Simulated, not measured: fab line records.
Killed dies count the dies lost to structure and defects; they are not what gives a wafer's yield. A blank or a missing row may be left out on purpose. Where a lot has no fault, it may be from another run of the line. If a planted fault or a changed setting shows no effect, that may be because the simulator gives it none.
fab line records + flow berkeley_cmos170
record
- lots=14
- wafers=42
- last_day=14
route steps=331 shown M2@283 V2@293
lots that met no fault: from a run of the same line without faults
start_h: hours from the record's first day to the start of the lot's first wafer shown + wait_h: hours elapsed since this lot's preceding step + " unchanged from the row above + L1.1+2: several wafers, shown together as one row + - no value, or no start given + * or withheld: withheld + < > ~ a bound
route shown NAME@n: NAME is a module with steps in the file, n the number in the route of the first one + usual: average and standard deviation across the fault-free wafers + same: alike in all rows + chamber/n: place in a boat + sites: per-site readings + _std_site: their standard deviation + _edge_site: mean of outer sites minus mean of inner sites + radius_mm: for every site, how far away it sits from the centre of the wafer + mask NAME#n: copy n + behind: the last tool/chamber to shape the wafer + hold: cause of the lot's hold/its duration in hours/its outcome + device: names the non-switching transistor (n, p or np) + end of line: tests run on the same wafers once the route is complete + a step with no rows: only its recipe + killed: the dies lost at the first sort to structure and to defects; this is not the yield of the wafer + map: the dies of a wafer, with x for killed, . for not killed, _ for no die there
set.NAME: the setting that was run; set.NAME@STEP: the one run at that earlier step + model.NAME: the simulator's own value behind a step, which no gauge read
the route's steps for a sample of lots (tables are steps, rows are wafers)
services: from which hour (start_h, from the record's first day; less than 0 if before it) a tool's chamber was out of use, for how many hours, and why
## steps
# step UCB170_M2_EXPOSE_12
# recipe
- mask_id=METAL2
- target_cd_nm=700
- na=0.5
- sigma_outer=0.6
- source_shape=conventional
- dose_mj=26
# usual
- exposure_dose_mJ_cm2=26.06/0.04
- focus_offset_nm=0.0/0.5
- stage_vel_mm_s=500.05/0.22
| lot.wafer | tool           | chamber | start_h | wait_h | mask     | exposure_dose_mJ_cm2 | focus_offset_nm | stage_vel_mm_s |
|-----------|----------------|---------|---------|--------|----------|----------------------|-----------------|----------------|
| L271.1    | krf_scanner-01 | 0       | 193.57  | -      | METAL2#0 | 26.09                | 0.0             | 499.90         |
| L271.2    | "              | 0       | "       | "      | METAL2#0 | 26.08                | 0.1             | 500.20         |
| L271.5    | "              | 0       | "       | "      | METAL2#0 | 26.04                | 0.3             | 499.76         |
| L272.1    | krf_scanner-02 | 0       | 194.92  | -      | METAL2#0 | 26.04                | 0.1             | 499.62         |
| L272.4    | "              | 0       | "       | "      | METAL2#0 | 26.04                | -0.1            | 500.10         |
| L272.6    | "              | 0       | "       | "      | METAL2#0 | 26.07                | -0.6            | 500.25         |
| L273.1    | krf_scanner-01 | 0       | 203.49  | -      | METAL2#0 | 26.06                | -0.2            | 500.05         |
| L273.2    | "              | 0       | "       | "      | METAL2#0 | 26.09                | 0.2             | 500.28         |
| L273.5    | "              | 0       | "       | "      | METAL2#0 | 26.05                | 0.2             | 499.91         |
| L275.4    | krf_scanner-02 | 0       | 230.96  | -      | METAL2#0 | 26.01                | 0.3             | 500.10         |
| L275.5    | "              | 0       | "       | "      | METAL2#0 | 26.07                | 0.6             | 499.83         |
| L275.6    | "              | 0       | "       | "      | METAL2#0 | 26.07                | -0.7            | 500.07         |
| L276.3    | krf_scanner-01 | 0       | 231.22  | -      | METAL2#0 | 25.99                | -0.6            | 500.10         |
| L276.4    | "              | 0       | "       | "      | METAL2#0 | 26.00                | -0.5            | 500.21         |
| L276.5    | "              | 0       | "       | "      | METAL2#0 | 26.05                | -0.5            | 500.39         |
| L277.1    | krf_scanner-02 | 0       | 231.42  | -      | METAL2#0 | 26.04                | 0.4             | 500.08         |
| L277.2    | "              | 0       | "       | "      | METAL2#0 | 26.07                | 0.9             | 500.36         |
| L277.6    | "              | 0       | "       | "      | METAL2#0 | 25.99                | -0.5            | 499.73         |
| L278.1    | krf_scanner-01 | 0       | 231.66  | -      | METAL2#0 | 26.07                | 0.2             | 500.30         |
| L278.2    | "              | 0       | "       | "      | METAL2#0 | 26.07                | -0.9            | 500.31         |
| L278.6    | "              | 0       | "       | "      | METAL2#0 | 26.06                | -0.5            | 500.41         |
| L279.1    | krf_scanner-01 | 0       | 241.13  | -      | METAL2#0 | 26.08                | -0.4            | 500.42         |
| L279.5    | "              | 0       | "       | "      | METAL2#0 | 26.03                | 0.4             | 500.05         |
| L279.6    | "              | 0       | "       | "      | METAL2#0 | 26.04                | 0.5             | 500.14         |
| L281.1    | krf_scanner-02 | -       | 256.20  | -      | METAL2#0 | -                    | -               | -              |
| L281.3    | "              | -       | "       | "      | METAL2#0 | -                    | -               | -              |
| L281.4    | "              | -       | "       | "      | METAL2#0 | -                    | -               | -              |
| L283.2    | krf_scanner-01 | -       | 257.91  | -      | METAL2#0 | -                    | -               | -              |
| L283.3    | "              | -       | "       | "      | METAL2#0 | -                    | -               | -              |
| L283.4    | "              | -       | "       | "      | METAL2#0 | -                    | -               | -              |
| L282.4    | krf_scanner-02 | 0       | 259.11  | -      | METAL2#0 | 26.03                | 0.4             | 499.93         |
| L282.5    | "              | 0       | "       | "      | METAL2#0 | 26.02                | 0.5             | 500.07         |
| L282.6    | "              | 0       | "       | "      | METAL2#0 | 26.00                | -0.1            | 499.82         |
| L285.2    | krf_scanner-02 | 0       | 269.97  | -      | METAL2#0 | 26.09                | -0.2            | 499.80         |
| L285.4    | "              | 0       | "       | "      | METAL2#0 | 26.06                | -0.7            | 499.67         |
| L285.5    | "              | 0       | "       | "      | METAL2#0 | 26.05                | 0.5             | 499.98         |
| L291.1    | krf_scanner-01 | 0       | 311.72  | -      | METAL2#0 | 26.02                | -0.2            | 499.71         |
| L291.2    | "              | 0       | "       | "      | METAL2#0 | 26.05                | 0.0             | 499.78         |
| L291.3    | "              | 0       | "       | "      | METAL2#0 | 26.06                | 0.2             | 499.78         |
| L292.1    | krf_scanner-01 | 0       | 318.69  | -      | METAL2#0 | 26.04                | -0.2            | 500.18         |
| L292.4    | "              | 0       | "       | "      | METAL2#0 | 26.08                | -0.5            | 500.33         |
| L292.5    | "              | 0       | "       | "      | METAL2#0 | 26.05                | -0.5            | 499.69         |
# step UCB170_V2_THK_MEAS_01
# recipe
- reads=SiO2_of_V2_CVD_00
# usual
- V2_TEOS_THK=1987/28
| lot.wafer | tool          | chamber | start_h | wait_h | V2_TEOS_THK[nm] |
|-----------|---------------|---------|---------|--------|-----------------|
| L271.1    | film_metro-03 | -       | 194.72  | 0.1    | 1962            |
| L271.2    | "             | -       | "       | "      | 2018            |
| L271.5    | "             | -       | "       | "      | 2004            |
| L272.1    | film_metro-02 | -       | 196.08  | 0.1    | 1938            |
| L272.4    | "             | -       | "       | "      | 2044            |
| L272.6    | "             | -       | "       | "      | 2017            |
| L273.1    | film_metro-01 | -       | 204.83  | 0.1    | 1978            |
| L273.2    | "             | -       | "       | "      | 1979            |
| L273.5    | "             | -       | "       | "      | 1970            |
| L275.4    | film_metro-01 | -       | 232.12  | 0.0    | 2029            |
| L275.5    | "             | -       | "       | "      | 2009            |
| L275.6    | "             | -       | "       | "      | 1982            |
| L276.3    | film_metro-02 | -       | 232.35  | 0.1    | 1960            |
| L276.4    | "             | -       | "       | "      | 1979            |
| L276.5    | "             | -       | "       | "      | 2011            |
| L277.1    | film_metro-03 | -       | 232.57  | 0.1    | 1989            |
| L277.2    | "             | -       | "       | "      | 1986            |
| L277.6    | "             | -       | "       | "      | 2017            |
| L278.1    | film_metro-03 | -       | 232.81  | 0.1    | 1955            |
| L278.2    | "             | -       | "       | "      | 1952            |
| L278.6    | "             | -       | "       | "      | 1987            |
| L279.1    | film_metro-03 | -       | 243.00  | 0.1    | 1938            |
| L279.5    | "             | -       | "       | "      | 1974            |
| L279.6    | "             | -       | "       | "      | 1972            |
| L282.4    | film_metro-02 | -       | 260.58  | 0.0    | 1986            |
| L282.5    | "             | -       | "       | "      | 1996            |
| L282.6    | "             | -       | "       | "      | 2015            |
| L285.2    | film_metro-01 | -       | 271.11  | 0.1    | 1968            |
| L285.4    | "             | -       | "       | "      | 2017            |
| L285.5    | "             | -       | "       | "      | 2036            |
| L291.1    | film_metro-01 | -       | 312.87  | 0.1    | 1961            |
| L291.2    | "             | -       | "       | "      | 1987            |
| L291.3    | "             | -       | "       | "      | 1956            |
| L292.1    | film_metro-01 | -       | 319.84  | 0.1    | 1956            |
| L292.4    | "             | -       | "       | "      | 1971            |
| L292.5    | "             | -       | "       | "      | 2005            |
# step UCB170_V2_CMP_02
# recipe
- material=SiO2
- down_force_psi=6
- platen_rpm=60
- pad_velocity_m_s=0.75398
# usual
- motor_current_A=16.4/1.8
| lot.wafer | tool   | chamber | start_h | wait_h | motor_current_A |
|-----------|--------|---------|---------|--------|-----------------|
| L271.1    | cmp-02 | 1       | 194.78  | 0.1    | 15.7            |
| L271.2    | "      | 3       | "       | "      | 14.0            |
| L271.5    | "      | 1       | "       | "      | 16.3            |
| L272.4    | cmp-01 | 3       | 196.14  | 0.0    | 18.6            |
| L272.1    | "      | 0       | "       | "      | 15.5            |
| L272.6    | "      | 0       | "       | "      | 16.5            |
| L273.1    | cmp-01 | 3       | 204.89  | 0.1    | 18.1            |
| L273.2    | "      | 2       | "       | "      | 18.4            |
| L273.5    | "      | 3       | "       | "      | 20.1            |
| L275.4    | cmp-01 | 1       | 232.20  | 0.1    | 13.9            |
| L275.5    | "      | 0       | "       | "      | 16.1            |
| L275.6    | "      | 1       | "       | "      | 13.5            |
| L276.4    | cmp-02 | 3       | 232.39  | 0.0    | 13.9            |
| L276.3    | "      | 0       | "       | "      | 16.9            |
| L276.5    | "      | 3       | "       | "      | 14.1            |
| L277.2    | cmp-01 | 1       | 232.68  | 0.1    | 14.3            |
| L277.1    | "      | 2       | "       | "      | 18.6            |
| L277.6    | "      | 0       | "       | "      | 15.3            |
| L278.2    | cmp-01 | 2       | 232.93  | 0.1    | 18.2            |
| L278.1    | "      | 1       | "       | "      | 13.6            |
| L278.6    | "      | 2       | "       | "      | 18.0            |
| L279.1    | cmp-02 | 3       | 243.06  | 0.1    | 14.6            |
| L279.5    | "      | 3       | "       | "      | 13.9            |
| L279.6    | "      | 0       | "       | "      | 17.1            |
| L282.4    | cmp-02 | 3       | 260.71  | 0.1    | 13.8            |
| L282.6    | "      | 1       | "       | "      | 15.1            |
| L282.5    | "      | 2       | "       | "      | 16.9            |
| L285.4    | cmp-02 | 3       | 271.26  | 0.1    | 13.8            |
| L285.2    | "      | 0       | "       | "      | 16.2            |
| L285.5    | "      | 2       | "       | "      | 18.3            |
| L291.3    | cmp-02 | 2       | 312.93  | 0.0    | 18.1            |
| L291.2    | "      | 3       | "       | "      | 13.9            |
| L291.1    | "      | 1       | "       | "      | 15.5            |
| L292.4    | cmp-02 | 0       | 321.53  | 1.6    | 17.0            |
| L292.1    | "      | 2       | "       | "      | 18.7            |
| L292.5    | "      | 3       | "       | "      | 14.0            |
# step UCB170_V2_BOW_MEAS_03
# recipe
- mode=bow
# usual
- V2_BOW=37/6.8
| lot.wafer | tool          | chamber | start_h | wait_h | V2_BOW[um] |
|-----------|---------------|---------|---------|--------|------------|
| L271.1    | film_metro-02 | -       | 195.08  | 0.2    | 40         |
| L271.2    | "             | -       | "       | "      | 40         |
| L271.5    | "             | -       | "       | "      | 40         |
| L272.1    | film_metro-03 | -       | 196.44  | 0.2    | 39         |
| L272.4    | "             | -       | "       | "      | 43         |
| L272.6    | "             | -       | "       | "      | 37         |
| L273.1    | film_metro-02 | -       | 205.19  | 0.2    | 38         |
| L273.2    | "             | -       | "       | "      | 39         |
| L273.5    | "             | -       | "       | "      | 30         |
| L275.4    | film_metro-02 | -       | 232.51  | 0.3    | 45         |
| L275.5    | "             | -       | "       | "      | 39         |
| L275.6    | "             | -       | "       | "      | 31         |
| L276.3    | film_metro-02 | -       | 232.73  | 0.2    | 30         |
| L276.4    | "             | -       | "       | "      | 38         |
| L276.5    | "             | -       | "       | "      | 25         |
| L277.1    | film_metro-01 | -       | 232.93  | 0.1    | 39         |
| L277.2    | "             | -       | "       | "      | 31         |
| L277.6    | "             | -       | "       | "      | 42         |
| L278.1    | film_metro-03 | -       | 233.23  | 0.1    | 23         |
| L278.2    | "             | -       | "       | "      | 28         |
| L278.6    | "             | -       | "       | "      | 30         |
| L279.1    | film_metro-03 | -       | 243.36  | 0.2    | 30         |
| L279.5    | "             | -       | "       | "      | 27         |
| L279.6    | "             | -       | "       | "      | 27         |
| L282.4    | film_metro-01 | -       | 260.97  | 0.2    | 42         |
| L282.5    | "             | -       | "       | "      | 45         |
| L282.6    | "             | -       | "       | "      | 35         |
| L285.2    | film_metro-02 | -       | 271.48  | 0.1    | 37         |
| L285.4    | "             | -       | "       | "      | 35         |
| L285.5    | "             | -       | "       | "      | 27         |
| L291.1    | film_metro-01 | -       | 313.23  | 0.1    | 34         |
| L291.2    | "             | -       | "       | "      | 37         |
| L291.3    | "             | -       | "       | "      | 37         |
| L292.1    | film_metro-02 | -       | 321.78  | 0.1    | 37         |
| L292.4    | "             | -       | "       | "      | 38         |
| L292.5    | "             | -       | "       | "      | 27         |
## services
| tool           | chamber | start_h | hours | kind                           |
|----------------|---------|---------|-------|--------------------------------|
| krf_scanner-02 | 0       | 170.64  | -     | calibration                    |
| krf_scanner-01 | -       | 204.68  | 0.8   | pm                             |
| cmp-01         | -       | 207.72  | 1.7   | repair                         |
| krf_scanner-02 | -       | 211.01  | 1.0   | pm                             |
| krf_scanner-01 | 0       | 217.69  | -     | calibration                    |
| krf_scanner-01 | -       | 226.16  | 1.3   | pm                             |
| cmp-02         | -       | 234.76  | 4.0   | pm                             |
| cmp-01         | -       | 238.76  | 5.5   | pm                             |
| cmp-02         | -       | 238.76  | -     | consumable_replace:conditioner |
| cmp-02         | -       | 238.76  | -     | consumable_replace:pad         |
| cmp-02         | -       | 244.17  | 1.5   | repair                         |
| krf_scanner-01 | -       | 254.96  | 0.3   | repair                         |
| krf_scanner-01 | -       | 278.14  | 1.0   | pm                             |
| krf_scanner-02 | -       | 305.23  | 0.8   | pm                             |
| krf_scanner-01 | -       | 306.98  | 4.4   | pm                             |
| cmp-01         | -       | 309.49  | 7.1   | pm                             |
| cmp-02         | -       | 310.51  | 1.7   | repair                         |
| krf_scanner-02 | -       | 311.25  | -     | calibration                    |
| krf_scanner-02 | -       | 312.14  | 0.2   | repair                         |
| cmp-02         | -       | 316.75  | 4.7   | pm                             |
| cmp-01         | -       | 317.02  | 4.5   | repair                         |
## key
first_sign
- step=UCB170_M2_EXPOSE_12
- reading=tool_record
- direction=missing
effect none on later readings
met_at UCB170_M2_EXPOSE_12
struck_lots L281,L283
later_rows_left_out L281.1,L281.3,L281.4,L283.2,L283.3,L283.4
sort_left_out L281.1,L281.3,L281.4,L283.2,L283.3,L283.4
not_acting_at UCB170_V2_THK_MEAS_01,UCB170_V2_CMP_02,UCB170_V2_BOW_MEAS_03
onset_between 241.13 256.20
fault
- kind=skipped_step_whole
- tool=krf_scanner-01,krf_scanner-02
- chamber=-
- onset_h=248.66
- steps=UCB170_M2_EXPOSE_12
- scope=struck_lots_only
# sort_left_out: the simulated sort isn't trusted on such a fault, so these wafers' sort isn't shown, and their yield isn't known
# later_rows_left_out: the simulator's readings of these wafers behind a module that went badly wrong aren't trusted and aren't shown, but for the sort
